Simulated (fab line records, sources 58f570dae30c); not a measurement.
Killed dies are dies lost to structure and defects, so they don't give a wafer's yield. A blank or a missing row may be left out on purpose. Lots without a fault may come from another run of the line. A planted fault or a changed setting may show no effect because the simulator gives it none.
Chamber matching | flow berkeley_cmos170 | UCB170_V2_CMP_02 on cmp-01: 4 sister chambers
The step polishes SiO2. 4 wafers are shown with their chamber, then 9 later ones without.

WAFERS WITH THEIR CHAMBER
wafer  | chamber | motor_current_A (A)
L468.3 | 3       | 18.2
L470.3 | 0       | 18.9
L470.5 | 1       | 20.0
L470.6 | 2       | 14.6

WAFERS WITHOUT THEIR CHAMBER
wafer  | motor_current_A (A)
L483.1 | 18.7
L483.4 | 20.1
L483.5 | 13.7
L485.1 | 17.8
L485.2 | 15.5
L485.6 | 19.0
L486.1 | 21.0
L486.2 | 18.2
L486.3 | 14.3

WHICH CHAMBER EACH WENT THROUGH
wafer  | from the rows above          | in truth
L483.1 | can't be placed: 0 or 3 or 1 | 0
L483.4 | can't be placed: 1 or 0      | 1
L483.5 | 2                            | 2
L485.1 | can't be placed: 3 or 0      | 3
L485.2 | 2                            | 2
L485.6 | can't be placed: 0 or 3 or 1 | 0
L486.1 | can't be placed: 1 or 0      | 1
L486.2 | can't be placed: 3 or 0      | 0
L486.3 | 2                            | 2
Placed correctly: 3 of 9. Can't be placed from these rows: 6 (the true chamber is among the candidates in 6). Placed wrongly: 0.
How it was worked out, from the rows above alone: a wafer's distance from a chamber is the root of the sum, over the readings, of the square of ((its reading less the chamber's mean) divided by the reading's scatter). The wafer belongs to the nearest chamber; if the next one is less than 2 further off, it can't be placed. A chamber's mean is the mean of its shown wafers. The scatter: with one shown wafer a chamber, the root of the mean of the squares of how far each hidden wafer lies from its nearest shown one.
